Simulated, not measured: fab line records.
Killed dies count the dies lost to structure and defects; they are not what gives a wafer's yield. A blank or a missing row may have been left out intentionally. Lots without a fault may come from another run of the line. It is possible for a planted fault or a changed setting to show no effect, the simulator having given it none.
The same fault as seen by 2 desks	flow rit-cmos	only its own numbers are on each desk; what lay behind them is given at the end

AT THE METROLOGY DESK
What the gauges read, lot by lot, whatever tool the lot ran on: means of the sampled wafers that have a number. Marked OUT: a lot whose mean sits more than 4 standard deviations from the usual mean, which makes it out of limits; the brackets give that distance.
Columns: A = cd-nm at RIT_GATE_CD_MEAS_16, usual 149.0 nm; B = PLDD_TW at RIT_PLDD_TW_MEAS_10, usual 2325; C = CONTACT_OVL at RIT_CONTACT_OVL_MEAS_09, usual -0.2 nm
lot	first seen here	A	B	C
L902	day 2 17:49	147.6	2311	0.7
L903	day 2 21:22	151.4	2303	-3.1
L904	day 3 04:46	149.0	2305	-4.1
L905	day 3 05:32	147.3	2359	1.2
L906	day 3 11:26	148.4	2313	-0.0
L907	day 3 14:49	147.0	2310	-0.6
L908	day 3 20:09	149.6	2312	1.6
L909	day 4 00:58	147.9	2356	0.9
L910	day 4 08:32	152.2	2313	0.0
L911	day 4 11:33	148.2	2301	0.1
L912	day 4 18:16	150.0	2348	0.3
L913	day 4 23:37	149.8	2334	1.4
L915	day 5 06:34	150.3	2305	-1.8
L916	day 5 15:54	148.4	2319	-0.6
This desk's verdict: no lot among the 14 shows anything out of limits.

AT THE TOOL OWNER'S DESK: furnace-02
At RIT_M1_ANNEAL_15 (time 1800 s), the tool's own readings, given per lot that ran on this tool as the mean of the sampled wafers with a number. Marked OUT: a lot whose mean sits more than 4 standard deviations from the usual mean, which makes it out of limits; the brackets give that distance. Shown are 7 of the 8 readings it has, namely the first that went out of limits plus those furthest out on some lot.
Columns: A = spike-tc-centre-C at RIT_M1_ANNEAL_15, usual 451.6 C; B = spike-tc-load-C at RIT_M1_ANNEAL_15, usual 471.8 C; C = spike-tc-source-C at RIT_M1_ANNEAL_15, usual 468.4 C; D = tube-center-temp-C at RIT_M1_ANNEAL_15, usual 450 C; E = tube_center_temp_C_max at RIT_M1_ANNEAL_15, usual 451.19; F = zone-power-load-pct at RIT_M1_ANNEAL_15, usual 6.97 %; G = zone-power-source-pct at RIT_M1_ANNEAL_15, usual 6.56 %
lot	first seen here	A	B	C	D	E	F	G
L902	day 3 12:47	451.7	472.8	467.9	450	451.39	6.94	6.59
L903	day 3 16:58	450.3	472.8	470.2	450	451.11	6.92	6.58
L904	day 3 23:58	451.9	472.2	469.4	450	451.19	6.99	6.60
L905	day 4 01:28	451.1	471.5	468.1	450	451.47	6.99	6.58
L906	day 4 06:12	452.5	471.6	468.6	450	451.14	6.97	6.63
L907	day 4 11:11	451.6	471.6	468.3	450	451.25	6.95	6.58
L908	day 4 15:03	450.7	472.2	468.7	450	451.31	7.04	6.60
L909	day 4 19:37	451.7	471.3	469.8	450	450.97	6.96	6.49
L910	day 5 05:12	451.5	471.4	468.5	450	451.25	7.01	6.48
L911	day 5 07:23	451.1	471.7	469.2	450	451.10	6.94	6.61
L912	day 5 13:53	452.4	472.9	468.1	450	451.11	6.97	6.53
L913	day 5 18:26	452.2	471.0	468.4	450	451.18	6.94	6.54
L915	day 6 01:15	422.2 (-27) OUT	441.3 (-32) OUT	438.6 (-30) OUT	420 (-99 or more) OUT	421.21 (-99 or more) OUT	6.15 (-11) OUT	5.87 (-9.6) OUT
L916	day 6 14:15	421.7 (-27) OUT	442.0 (-31) OUT	437.6 (-31) OUT	420 (-99 or more) OUT	421.20 (-99 or more) OUT	6.26 (-9.7) OUT	5.87 (-9.6) OUT
This desk's finding: out of limits on L915, L916; first on L915, day 6 01:15 (spike-tc-centre-C at RIT_M1_ANNEAL_15). In limits: L902, L903, L904, L905, L906, L907, L908, L909, L910, L911, L912, L913.

PUT TOGETHER
The tool owner's desk could have raised an alarm at day 6 01:15, on L915, L916.
Nothing out of limits was seen by the metrology desk.
The metrology desk holds a record of L915, L916, inside its limits.
All the named lots went through RIT_M1_ANNEAL_15 on furnace-02.

WHAT HAD BEEN PUT IN BY THE SIMULATOR
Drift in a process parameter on furnace-02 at RIT_M1_ANNEAL_15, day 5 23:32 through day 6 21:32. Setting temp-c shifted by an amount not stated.
Struck lots among those shown: L915, L916.
Delay in hours, fault start to first out-of-limits reading, by desk: the tool owner's desk at 2.
